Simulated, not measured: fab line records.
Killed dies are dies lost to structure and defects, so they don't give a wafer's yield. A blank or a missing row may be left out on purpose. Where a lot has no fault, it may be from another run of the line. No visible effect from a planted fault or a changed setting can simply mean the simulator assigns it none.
fab line records	flow berkeley_cmos170
[record] lots = 5	wafers = 23
route steps=331 shown NSD@191 BACKSIDE@200 SDANNEAL@205 PSD@206 NLDD@209 CONTACT@217 M1@238 M2@272
start_h: hours from the record's opening day to when the first of the lot's shown wafers began	wait_h: how many hours have passed since the lot's step before this one	" as in the row above	L1.1+2: one row covering several wafers at once	- value missing, or start not given	* or withheld: withheld	< > ~ a bound
route shown NAME@n: NAME is a module with steps in the file, n the number in the route of the first one	usual: average and standard deviation across the fault-free wafers	same: alike in all rows	chamber/n: place in a boat	sites: the reading at each site	_std_site: the standard deviation of these	_edge_site: mean of outer sites minus mean of inner sites	radius_mm: how far each site lies from the wafer's centre	mask NAME#n: copy n	behind: the last tool/chamber to shape the wafer	hold: cause of the lot's hold/its duration in hours/its outcome	device: the transistor (n, p or np) that didn't switch	end of line: at the end of the route, the tests of the same wafers	a step with no rows: only its recipe	killed: dies that structure and defects cost at the first sort, which is not the same as the wafer's yield	map: a wafer's dies, x killed, . not, _ none there
set.NAME: the setting as run; set.NAME@STEP: as run at that earlier step	model.NAME: the simulator's own value behind a step, which no gauge read
one table per step and one row per wafer, for lots whose settings were changed on purpose
[[steps]]
[step UCB170_NSD_PEB_04]
[recipe] peb_temp_c = 130	peb_time_s = withheld	resist = KrF
lot.wafer	tool	chamber	start_h	wait_h	set.peb_temp_c
L074.2+3+4	litho_track-04	0	139.81	0.1	130
L078.1+2+3	litho_track-04	0	158.19	0.1	133
L078.5+6	"	0	"	"	130
L077.1+2+3+4+6	litho_track-04	0	168.07	0.3	130
L079.1+4	litho_track-02	0	168.15	0.1	130
L079.2+5+6	"	0	"	"	128.5
L083.1+2+3+4+5	litho_track-04	0	186.75	0.1	130
[step UCB170_NSD_DEVELOP_05]
[recipe] developer = TMAH	develop_time_s = 45	resist = KrF	dev_temp_c = 21
[step UCB170_NSD_CD_MEAS_06]
[recipe] target_cd_nm = 1200
[usual] cd_nm = 1200.6/1.4
lot.wafer	tool	chamber	start_h	wait_h	set.peb_temp_c@NSD_PEB_04	cd_nm
L074.2	cd_sem-02	-	140.08	-	130	1200.7
L074.3	"	-	"	"	130	1201.4
L074.4	"	-	"	"	130	1201.1
L078.1	cd_sem-02	-	158.47	-	133	1218.8
L078.2	"	-	"	"	133	1218.7
L078.3	"	-	"	"	133	1219.7
L078.5	"	-	"	"	130	1201.6
L078.6	"	-	"	"	130	1202.4
L077.1	cd_sem-01	-	168.35	-	130	1200.6
L077.2	"	-	"	"	130	1199.8
L077.3	"	-	"	"	130	1200.7
L077.4	"	-	"	"	130	1200.0
L077.6	"	-	"	"	130	1200.0
L079.1	cd_sem-02	-	168.43	-	130	1200.6
L079.2	"	-	"	"	128.5	1189.3
L079.4	"	-	"	"	130	1201.8
L079.5	"	-	"	"	128.5	1189.7
L079.6	"	-	"	"	128.5	1189.7
L083.1	cd_sem-02	-	187.02	-	130	1199.6
L083.2	"	-	"	"	130	1200.2
L083.3	"	-	"	"	130	1200.6
L083.4	"	-	"	"	130	1198.2
L083.5	"	-	"	"	130	1199.3
[step UCB170_BACKSIDE_COAT_01]
[recipe] resist = KrF	spin_rpm = 1500	resist_thk_nm = 900
lot.wafer	tool	chamber	start_h	wait_h	set.spin_rpm	model.KrF_of_BACKSIDE_COAT_01.thk_nm
L074.2	litho_track-01	0	141.20	0.1	1500	896.3
L074.3	"	0	"	"	1500	897.3
L074.4	"	0	"	"	1500	898.7
L078.1	litho_track-01	0	159.52	0.1	1500	896.5
L078.2+6	"	0	"	"	1567	877.2
L078.3	"	0	"	"	1500	895.5
L078.5	"	0	"	"	1500	898
L077.1	litho_track-02	0	169.14	0.1	1500	902.8
L077.2	"	0	"	"	1500	903.9
L077.3	"	0	"	"	1450	917.2
L077.4	"	0	"	"	1450	918.8
L077.6	"	0	"	"	1500	902.6
L079.1	litho_track-03	0	169.32	0.1	1500	900.5
L079.2+6	"	0	"	"	1500	900.6
L079.4	"	0	"	"	1500	900.3
L079.5	"	0	"	"	1500	901.1
L083.1	litho_track-02	0	187.81	0.1	1500	901.3
L083.2	"	0	"	"	1500	901.5
L083.3	"	0	"	"	1500	900.1
L083.4	"	0	"	"	1500	899
L083.5	"	0	"	"	1500	899.4
[step UCB170_BACKSIDE_SOFTBAKE_02]
[recipe] resist = KrF	temp_c = 130	time_s = 60
[step UCB170_BACKSIDE_STRIP_03]
[recipe] chemistry = O2	power_w = 400	pressure_mtorr = 3500	platen_temp_c = withheld	o2_flow_sccm = 400	overash_fraction = 0.5
[usual] strip_time_to_endpoint_s = 21.94/0.068
lot.wafer	tool	chamber	start_h	wait_h	set.spin_rpm@BACKSIDE_COAT_01	strip_time_to_endpoint_s
L074.2	plasma_asher-04	0	141.48	0.1	1500	21.89
L074.3	"	1	"	"	1500	21.89
L074.4	"	0	"	"	1500	21.93
L078.1	plasma_asher-03	1	159.82	0.1	1500	21.90
L078.2	"	0	"	"	1567	21.41
L078.3	"	0	"	"	1500	21.85
L078.5	"	0	"	"	1500	21.93
L078.6	"	1	"	"	1567	21.43
L077.1	plasma_asher-02	0	169.44	0.1	1500	22.02
L077.2	"	1	"	"	1500	22.05
L077.3	"	1	"	"	1450	22.39
L077.4	"	0	"	"	1450	22.44
L077.6	"	0	"	"	1500	22.03
L079.1	plasma_asher-04	1	169.62	0.1	1500	21.97
L079.2	"	0	"	"	1500	21.97
L079.4	"	1	"	"	1500	21.97
L079.5	"	0	"	"	1500	21.98
L079.6	"	1	"	"	1500	21.97
L083.1	plasma_asher-04	1	188.11	0.1	1500	22.00
L083.2	"	0	"	"	1500	22.01
L083.3	"	0	"	"	1500	21.98
L083.4	"	1	"	"	1500	21.94
L083.5	"	1	"	"	1500	21.95
[step UCB170_SDANNEAL_RTA_01]
[recipe] temp_c = 1050	time_s = 5	ambient = N2
lot.wafer	tool	chamber	start_h	wait_h	set.time_s
L074.2+3+4	rtp_anneal-02	0	141.83	0.1	5
L078.1+5+6	rtp_anneal-01	0	160.18	0.1	5
L078.2+3	"	0	"	"	4.368
L077.1+6	rtp_anneal-02	0	169.82	0.1	5.732
L077.2+3+4	"	0	"	"	5
L079.1+2+4	rtp_anneal-01	0	169.98	0.1	5
L079.5+6	"	0	"	"	4.647
L083.1+2+3+4+5	rtp_anneal-02	0	188.45	0.1	5
[step UCB170_SDANNEAL_RS_MEAS_02]
[recipe] thk_meas_gauge = four-point-probe
[usual] PSD_RS = 75.59/0.2
lot.wafer	tool	chamber	start_h	wait_h	set.time_s@SDANNEAL_RTA_01	PSD_RS[ohm/sq]
L074.2	film_metro-04	-	141.90	0.1	5	75.49
L074.3	"	-	"	"	5	75.54
L074.4	"	-	"	"	5	75.40
L078.1	film_metro-03	-	160.24	0.0	5	75.34
L078.2	"	-	"	"	4.368	77.53
L078.3	"	-	"	"	4.368	78.00
L078.5	"	-	"	"	5	75.19
L078.6	"	-	"	"	5	75.10
L077.1	film_metro-04	-	169.88	0.0	5.732	73.59
L077.2	"	-	"	"	5	75.41
L077.3	"	-	"	"	5	75.65
L077.4	"	-	"	"	5	75.67
L077.6	"	-	"	"	5.732	73.22
L079.1	film_metro-02	-	170.04	0.0	5	75.74
L079.2	"	-	"	"	5	75.60
L079.4	"	-	"	"	5	75.64
L079.5	"	-	"	"	4.647	77.09
L079.6	"	-	"	"	4.647	77.14
L083.1	film_metro-03	-	188.51	0.0	5	75.95
L083.2	"	-	"	"	5	75.55
L083.3	"	-	"	"	5	76.03
L083.4	"	-	"	"	5	75.67
L083.5	"	-	"	"	5	75.62
[step UCB170_SDANNEAL_RS_MEAS_03]
[recipe] thk_meas_gauge = four-point-probe
[usual] NSD_RS = 37.31/0.094
lot.wafer	tool	chamber	start_h	wait_h	set.time_s@SDANNEAL_RTA_01	NSD_RS[ohm/sq]
L074.2	film_metro-04	-	142.02	0.1	5	37.39
L074.3	"	-	"	"	5	37.39
L074.4	"	-	"	"	5	37.46
L078.1	film_metro-03	-	160.36	0.1	5	37.35
L078.2	"	-	"	"	4.368	37.73
L078.3	"	-	"	"	4.368	37.76
L078.5	"	-	"	"	5	37.27
L078.6	"	-	"	"	5	37.32
L077.1	film_metro-04	-	170.00	0.1	5.732	36.85
L077.2	"	-	"	"	5	37.30
L077.3	"	-	"	"	5	37.29
L077.4	"	-	"	"	5	37.33
L077.6	"	-	"	"	5.732	36.88
L079.1	film_metro-02	-	170.16	0.1	5	37.22
L079.2	"	-	"	"	5	37.24
L079.4	"	-	"	"	5	37.38
L079.5	"	-	"	"	4.647	37.48
L079.6	"	-	"	"	4.647	37.58
L083.1	film_metro-03	-	188.63	0.1	5	37.32
L083.2	"	-	"	"	5	37.24
L083.3	"	-	"	"	5	37.35
L083.4	"	-	"	"	5	37.35
L083.5	"	-	"	"	5	37.34
[step UCB170_SDANNEAL_RS_MEAS_05]
[recipe] thk_meas_gauge = four-point-probe
[usual] NLDD_RS = 617.0/1.4
lot.wafer	tool	chamber	start_h	wait_h	set.dose_cm2@NLDD_IMPLANT_08	NLDD_RS[ohm/sq]
L074.2	film_metro-04	-	142.26	0.1	5e+13	616.7
L074.3	"	-	"	"	5e+13	616.9
L074.4	"	-	"	"	5e+13	617.9
L078.1	film_metro-03	-	160.60	0.1	4.678e+13	630.4
L078.2	"	-	"	"	4.678e+13	633.0
L078.3	"	-	"	"	5e+13	617.7
L078.5	"	-	"	"	5e+13	617.4
L078.6	"	-	"	"	5e+13	617.4
L077.1	film_metro-04	-	170.24	0.1	5e+13	616.0
L077.2	"	-	"	"	4.751e+13	627.5
L077.3	"	-	"	"	5e+13	616.8
L077.4	"	-	"	"	4.751e+13	627.7
L077.6	"	-	"	"	4.751e+13	626.8
L079.1	film_metro-02	-	170.40	0.1	5e+13	615.9
L079.2	"	-	"	"	5e+13	614.5
L079.4	"	-	"	"	5e+13	616.2
L079.5	"	-	"	"	5e+13	616.6
L079.6	"	-	"	"	5e+13	615.8
L083.1	film_metro-03	-	188.87	0.1	5e+13	617.6
L083.2	"	-	"	"	5e+13	616.6
L083.3	"	-	"	"	5e+13	617.0
L083.4	"	-	"	"	5e+13	617.5
L083.5	"	-	"	"	5e+13	617.0
[step UCB170_CONTACT_CVD_01]
[recipe] material = PSG	target_thk_nm = 700	temp_c = 450	precursor = SiH4/O2/PH3	time_s = 2820	pressure_mtorr = 300	sih4_flow_sccm = 60	o2_flow_sccm = 90	ph3_flow_sccm = 25
lot.wafer	tool	chamber	start_h	wait_h	set.temp_c	model.PSG_of_CONTACT_CVD_01.thk_nm
L074.2	lpcvd-01	1	143.96	1.1	450	688.6
L074.3	"	1	"	"	450	691.5
L074.4	"	1	"	"	450	685.4
L078.1	-	-	-	0.0	445.1	679.1
L078.2+5	"	-	"	"	445.1	-
L078.3	"	-	"	"	445.1	677.5
L078.6	"	-	"	"	445.1	677
L077.1	-	-	-	0.4	442.8	675.1
L077.2	"	-	"	"	442.8	670.5
L077.3	"	-	"	"	442.8	675.6
L077.4	"	-	"	"	442.8	671.3
L077.6	"	-	"	"	442.8	670
L079.1	-	-	-	0.2	450	702.8
L079.2	"	-	"	"	450	707.6
L079.4	"	-	"	"	450	714.9
L079.5	"	-	"	"	450	707.7
L079.6	"	-	"	"	450	709.4
L083.1+2	-	-	-	0.0	453.7	-
L083.3	"	-	"	"	453.7	719.8
L083.4	"	-	"	"	453.7	716.7
L083.5	"	-	"	"	453.7	720.7
[step UCB170_M1_SPUTTER_00]
[recipe] material = Al	target_thk_nm = 600	time_s = 80	power_w = 6000	chamber_pressure_pa = 0.5
lot.wafer	tool	chamber	start_h	wait_h	set.power_w	model.Al_of_M1_SPUTTER_00.thk_nm
L074.2	pvd_sputter-04	-	148.28	0.0	6000	597.6
L074.3	"	-	"	"	6000	594.8
L074.4	"	-	"	"	6000	590.9
L078.1	pvd_sputter-01	-	165.60	0.0	6000	591.2
L078.2	"	-	"	"	6596	651
L078.3	"	-	"	"	6000	598.8
L078.5	"	-	"	"	6596	659.9
L078.6	"	-	"	"	6000	588
L077.1	pvd_sputter-04	-	175.66	0.0	6000	597.4
L077.2	"	-	"	"	6000	607
L077.3	"	-	"	"	6000	599.5
L077.4	"	-	"	"	6000	602
L077.6	"	-	"	"	6000	600.6
L079.1	pvd_sputter-01	-	175.96	0.0	6000	599.5
L079.2	"	-	"	"	6000	590.7
L079.4	"	-	"	"	6000	598.7
L079.5	"	-	"	"	6000	593.6
L079.6	"	-	"	"	6000	590.4
L083.1	pvd_sputter-01	-	194.22	0.0	5287	530.3
L083.2	"	-	"	"	5287	529.7
L083.3	"	-	"	"	6000	600.3
L083.4	"	-	"	"	6000	601.6
L083.5	"	-	"	"	6000	605.8
[step UCB170_M1_RS_MEAS_01]
[recipe] thk_meas_gauge = four-point-probe	reads = Al_of_M1_SPUTTER_00
[usual] M1_AL_RS = 0.0489/0.00051
lot.wafer	tool	chamber	start_h	wait_h	set.power_w@M1_SPUTTER_00	M1_AL_RS[ohm/sq]
L074.2	film_metro-04	-	148.36	0.1	6000	0.0488
L074.3	"	-	"	"	6000	0.0490
L074.4	"	-	"	"	6000	0.0493
L078.1	film_metro-03	-	165.66	0.0	6000	0.0493
L078.2	"	-	"	"	6596	0.0447
L078.3	"	-	"	"	6000	0.0487
L078.5	"	-	"	"	6596	0.0441
L078.6	"	-	"	"	6000	0.0495
L077.1	film_metro-04	-	175.72	0.0	6000	0.0489
L077.2	"	-	"	"	6000	0.0481
L077.3	"	-	"	"	6000	0.0487
L077.4	"	-	"	"	6000	0.0484
L077.6	"	-	"	"	6000	0.0486
L079.1	film_metro-03	-	176.02	0.0	6000	0.0487
L079.2	"	-	"	"	6000	0.0493
L079.4	"	-	"	"	6000	0.0487
L079.5	"	-	"	"	6000	0.0490
L079.6	"	-	"	"	6000	0.0494
L083.1	film_metro-02	-	194.28	0.0	5287	0.0549
L083.2	"	-	"	"	5287	0.0551
L083.3	"	-	"	"	6000	0.0484
L083.4	"	-	"	"	6000	0.0483
L083.5	"	-	"	"	6000	0.0480
[step UCB170_M1_THK_MEAS_02]
[recipe] thk_meas_gauge = xrf	reads = Al_of_M1_SPUTTER_00
[usual] M1_AL_THK = 590/8.1
lot.wafer	tool	chamber	start_h	wait_h	set.power_w@M1_SPUTTER_00	M1_AL_THK[nm]
L074.2	film_metro-04	-	148.47	0.1	6000	591
L074.3	"	-	"	"	6000	583
L074.4	"	-	"	"	6000	582
L078.1	film_metro-03	-	165.78	0.1	6000	577
L078.2	"	-	"	"	6596	635
L078.3	"	-	"	"	6000	584
L078.5	"	-	"	"	6596	644
L078.6	"	-	"	"	6000	575
L077.1	film_metro-04	-	175.84	0.1	6000	591
L077.2	"	-	"	"	6000	602
L077.3	"	-	"	"	6000	599
L077.4	"	-	"	"	6000	597
L077.6	"	-	"	"	6000	598
L079.1	film_metro-03	-	176.14	0.1	6000	589
L079.2	"	-	"	"	6000	579
L079.4	"	-	"	"	6000	586
L079.5	"	-	"	"	6000	581
L079.6	"	-	"	"	6000	579
L083.1	film_metro-02	-	194.40	0.1	5287	527
L083.2	"	-	"	"	5287	527
L083.3	"	-	"	"	6000	603
L083.4	"	-	"	"	6000	599
L083.5	"	-	"	"	6000	607
[step UCB170_M1_METAL_ETCH_12]
[recipe] chemistry = Cl2/BCl3	target = Al	stop_on = PSG	pressure_mtorr = 12	target_depth_a = 7800	over_etch_frac = 0.3	time_s = 130	icp_w = 600	bias_w = 120	Cl2_flow_sccm = 90	bcl3_flow_sccm = 45
lot.wafer	tool	chamber	start_h	wait_h	set.time_s	model.KrF_of_M1_COAT_04.thk_nm
L074.2	rie_metal-03	1	149.56	-	130	430.6
L074.3	"	1	"	"	130	431.6
L074.4	"	0	"	"	130	427.9
L078.1	rie_metal-01	1	167.04	-	130	449.9
L078.2	"	0	"	"	130	-
L078.3	"	1	"	"	114.7	505.3
L078.5	"	1	"	"	114.7	-
L078.6	"	0	"	"	114.7	497.8
L077.1	rie_metal-02	0	177.21	-	130	449.1
L077.2	"	1	"	"	130	432.5
L077.3	"	1	"	"	130	432.4
L077.4	"	0	"	"	116.5	499
L077.6	"	1	"	"	116.5	477.8
L079.1	rie_metal-03	1	177.76	-	135.8	418.4
L079.2	"	0	"	"	135.8	420.8
L079.4	"	1	"	"	130	437.1
L079.5	"	0	"	"	135.8	420.5
L079.6	"	1	"	"	130	436.7
L083.1+2	rie_metal-02	1,0	195.92	-	130	-
L083.3	"	0	"	"	130	450.3
L083.4	"	1	"	"	130	423.7
L083.5	"	0	"	"	130	455.9
[step UCB170_M2_SPUTTER_01]
[recipe] material = Al	target_thk_nm = 900	time_s = 120	power_w = 6000	chamber_pressure_pa = 0.5
lot.wafer	tool	chamber	start_h	wait_h	set.time_s	model.Al_of_M2_SPUTTER_01.thk_nm
L074.2	pvd_sputter-02	-	157.91	0.0	120	890.5
L074.3	"	-	"	"	120	887.6
L074.4	"	-	"	"	120	895.6
L078.1	pvd_sputter-03	-	173.37	0.0	120	891.7
L078.2	"	-	"	"	108.7	811
L078.3	"	-	"	"	108.7	809.3
L078.5	"	-	"	"	120	891.2
L078.6	"	-	"	"	120	897.9
L077.1	pvd_sputter-03	-	189.33	0.0	120	907.7
L077.2	"	-	"	"	129.8	986.2
L077.3	"	-	"	"	129.8	979
L077.4	"	-	"	"	120	903.7
L077.6	"	-	"	"	120	911.6
L079.1	pvd_sputter-04	-	189.76	0.0	125.2	943.6
L079.2	"	-	"	"	120	908.4
L079.4	"	-	"	"	120	906
L079.5	"	-	"	"	125.2	947
L079.6	"	-	"	"	125.2	948.3
L083.1	pvd_sputter-02	-	204.72	0.0	120	898.4
L083.2	"	-	"	"	106.7	812.1
L083.3	"	-	"	"	120	901.4
L083.4	"	-	"	"	120	910.7
L083.5	"	-	"	"	106.7	809.9
[step UCB170_M2_RS_MEAS_02]
[recipe] thk_meas_gauge = four-point-probe	reads = Al_of_M2_SPUTTER_01
[usual] M2_AL_RS = 0.0322/0.00034
lot.wafer	tool	chamber	start_h	wait_h	set.time_s@M2_SPUTTER_01	M2_AL_RS[ohm/sq]
L074.2	film_metro-03	-	158.01	0.1	120	0.0325
L074.3	"	-	"	"	120	0.0326
L074.4	"	-	"	"	120	0.0323
L078.1	film_metro-01	-	173.45	0.0	120	0.0324
L078.2	"	-	"	"	108.7	0.0357
L078.3	"	-	"	"	108.7	0.0358
L078.5	"	-	"	"	120	0.0325
L078.6	"	-	"	"	120	0.0322
L077.1	film_metro-01	-	189.42	0.0	120	0.0318
L077.2	"	-	"	"	129.8	0.0293
L077.3	"	-	"	"	129.8	0.0295
L077.4	"	-	"	"	120	0.0320
L077.6	"	-	"	"	120	0.0317
L079.1	film_metro-04	-	189.84	0.0	125.2	0.0307
L079.2	"	-	"	"	120	0.0320
L079.4	"	-	"	"	120	0.0320
L079.5	"	-	"	"	125.2	0.0306
L079.6	"	-	"	"	125.2	0.0305
L083.1	film_metro-01	-	204.80	0.0	120	0.0321
L083.2	"	-	"	"	106.7	0.0357
L083.3	"	-	"	"	120	0.0320
L083.4	"	-	"	"	120	0.0317
L083.5	"	-	"	"	106.7	0.0358
[step UCB170_M2_THK_MEAS_03]
[recipe] thk_meas_gauge = xrf	reads = Al_of_M2_SPUTTER_01
[usual] M2_AL_THK = 885/12
lot.wafer	tool	chamber	start_h	wait_h	set.time_s@M2_SPUTTER_01	M2_AL_THK[nm]
L074.2	film_metro-03	-	158.12	0.1	120	866
L074.3	"	-	"	"	120	868
L074.4	"	-	"	"	120	875
L078.1	film_metro-01	-	173.57	0.1	120	883
L078.2	"	-	"	"	108.7	803
L078.3	"	-	"	"	108.7	807
L078.5	"	-	"	"	120	880
L078.6	"	-	"	"	120	890
L077.1	film_metro-01	-	189.54	0.1	120	898
L077.2	"	-	"	"	129.8	974
L077.3	"	-	"	"	129.8	974
L077.4	"	-	"	"	120	896
L077.6	"	-	"	"	120	904
L079.1	film_metro-04	-	189.96	0.1	125.2	938
L079.2	"	-	"	"	120	907
L079.4	"	-	"	"	120	898
L079.5	"	-	"	"	125.2	937
L079.6	"	-	"	"	125.2	948
L083.1	film_metro-01	-	204.92	0.1	120	889
L083.2	"	-	"	"	106.7	802
L083.3	"	-	"	"	120	892
L083.4	"	-	"	"	120	899
L083.5	"	-	"	"	106.7	799
[step UCB170_M2_METAL_ETCH_18]
[recipe] chemistry = Cl2/BCl3	target = Al	stop_on = SiO2	pressure_mtorr = 12	target_depth_a = 11700	over_etch_frac = 0.3	time_s = 195	icp_w = 600	bias_w = 120	Cl2_flow_sccm = 90	bcl3_flow_sccm = 45
[usual] oes_product_au = 0.857/0.01
lot.wafer	tool	chamber	start_h	wait_h	set.time_s	set.time_s@M2_SPUTTER_01	oes_product_au	model.KrF_of_M2_COAT_10.thk_nm
L074.2	rie_metal-01	0	160.34	-	195	120	0.840	223.4
L074.3	"	0	"	"	195	120	0.847	222.6
L074.4	"	1	"	"	195	120	0.848	237.7
L078.1	rie_metal-03	0	175.61	-	195	120	0.863	216.2
L078.2	"	1	"	"	195	108.7	0.807	-
L078.3	"	1	"	"	184.8	108.7	0.832	-
L078.5	"	1	"	"	184.8	120	0.888	244.8
L078.6	"	0	"	"	195	120	0.871	211.8
L077.1	rie_metal-04	0	191.36	-	195	120	0.860	198
L077.2	"	1	"	"	218.4	129.8	0.900	-
L077.3	"	1	"	"	195	129.8	0.894	-
L077.4	"	0	"	"	218.4	120	0.843	115.5
L077.6	"	1	"	"	218.4	120	0.853	124.9
L079.1	rie_metal-03	0	192.37	-	195	125.2	0.897	210.6
L079.2	"	1	"	"	195	120	0.861	208
L079.4	"	0	"	"	195	120	0.864	213.4
L079.5	"	0	"	"	195	125.2	0.894	206.1
L079.6	"	1	"	"	195	125.2	0.877	210.9
L083.1	rie_metal-03	0	208.33	-	184	120	0.890	246.3
L083.2	"	1	"	"	195	106.7	0.813	-
L083.3	"	1	"	"	184	120	0.882	242.7
L083.4	"	0	"	"	195	120	0.885	204.7
L083.5	"	0	"	"	184	106.7	0.845	-
[step UCB170_M2_STRIP_19]
[recipe] chemistry = O2	power_w = 400	pressure_mtorr = 3500	platen_temp_c = withheld	o2_flow_sccm = 400	overash_fraction = 0.5
[usual] oes_product_au = 0.543/0.012
lot.wafer	tool	chamber	start_h	wait_h	set.time_s@M2_METAL_ETCH_18	oes_product_au
L074.2	plasma_asher-03	1	160.52	0.1	195	0.557
L074.3	"	1	"	"	195	0.548
L074.4	"	0	"	"	195	0.574
L078.1	plasma_asher-03	1	175.80	0.1	195	0.548
L078.2	"	0	"	"	195	0.538
L078.3	"	0	"	"	184.8	0.571
L078.5	"	0	"	"	184.8	0.577
L078.6	"	1	"	"	195	0.544
L077.1	plasma_asher-03	1	191.55	0.1	195	0.526
L077.2	"	0	"	"	218.4	0.450
L077.3	"	1	"	"	195	0.538
L077.4	"	0	"	"	218.4	0.445
L077.6	"	0	"	"	218.4	0.452
L079.1	plasma_asher-04	1	192.55	0.1	195	0.543
L079.2	"	0	"	"	195	0.542
L079.4	"	0	"	"	195	0.551
L079.5	"	1	"	"	195	0.541
L079.6	"	0	"	"	195	0.544
L083.1	plasma_asher-02	0	208.51	0.1	184	0.580
L083.2	"	1	"	"	195	0.530
L083.3	"	1	"	"	184	0.573
L083.4	"	0	"	"	195	0.538
L083.5	"	0	"	"	184	0.581
[[key]]
[split] step = UCB170_NSD_PEB_04	setting = peb_temp_c	stated = 130	by = wafer
[response] step = UCB170_NSD_CD_MEAS_06	reading = cd_nm	change = +7.94	per = 1%	r = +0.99
[split] step = UCB170_BACKSIDE_COAT_01	setting = spin_rpm	stated = 1500	by = wafer
[response] step = UCB170_BACKSIDE_COAT_01	reading = model.KrF_of_BACKSIDE_COAT_01.thk_nm	change = -4.4	per = 1%	r = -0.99
[response] step = UCB170_BACKSIDE_STRIP_03	reading = strip_time_to_endpoint_s	change = *	per = 1%	r = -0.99
[split] step = UCB170_SDANNEAL_RTA_01	setting = time_s	stated = 5	by = wafer
[response] step = UCB170_SDANNEAL_RS_MEAS_02	reading = PSD_RS	change = -0.175	per = 1%	r = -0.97
[response] step = UCB170_SDANNEAL_RS_MEAS_03	reading = NSD_RS	change = -0.0325	per = 1%	r = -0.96
[split] step = UCB170_CONTACT_CVD_01	setting = temp_c	stated = 450	by = lot
[response] step = UCB170_CONTACT_CVD_01	reading = model.PSG_of_CONTACT_CVD_01.thk_nm	change = +19.2	per = 1%	r = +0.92
[split] step = UCB170_M1_SPUTTER_00	setting = power_w	stated = 6000	by = wafer
[response] step = UCB170_M1_SPUTTER_00	reading = model.Al_of_M1_SPUTTER_00.thk_nm	change = +6.19	per = 1%	r = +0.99
[response] step = UCB170_M1_RS_MEAS_01	reading = M1_AL_RS	change = -0.000533	per = 1%	r = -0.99
[response] step = UCB170_M1_THK_MEAS_02	reading = M1_AL_THK	change = +6.28	per = 1%	r = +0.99
[split] step = UCB170_M1_METAL_ETCH_12	setting = time_s	stated = 130	by = wafer
[response] step = UCB170_M1_METAL_ETCH_12	reading = model.KrF_of_M1_COAT_04.thk_nm	change = -4.57	per = 1%	r = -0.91
[split] step = UCB170_M2_SPUTTER_01	setting = time_s	stated = 120	by = wafer
[response] step = UCB170_M2_SPUTTER_01	reading = model.Al_of_M2_SPUTTER_01.thk_nm	change = +8.73	per = 1%	r = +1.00
[response] step = UCB170_M2_RS_MEAS_02	reading = M2_AL_RS	change = -0.000336	per = 1%	r = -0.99
[response] step = UCB170_M2_THK_MEAS_03	reading = M2_AL_THK	change = +8.61	per = 1%	r = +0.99
[response] step = UCB170_M2_METAL_ETCH_18	reading = oes_product_au	change = +0.00547	per = 1%	r = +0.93
[split] step = UCB170_M2_METAL_ETCH_18	setting = time_s	stated = 195	by = wafer
[response] step = UCB170_M2_METAL_ETCH_18	reading = model.KrF_of_M2_COAT_10.thk_nm	change = -6.49	per = 1%	r = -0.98
[response] step = UCB170_M2_STRIP_19	reading = oes_product_au	change = -0.0069	per = 1%	r = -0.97
split outside_this_file step=UCB170_NLDD_IMPLANT_08 setting=dose_cm2
// split outside_this_file: this setting was split too, and the file shows its column; the key of that split is in another file
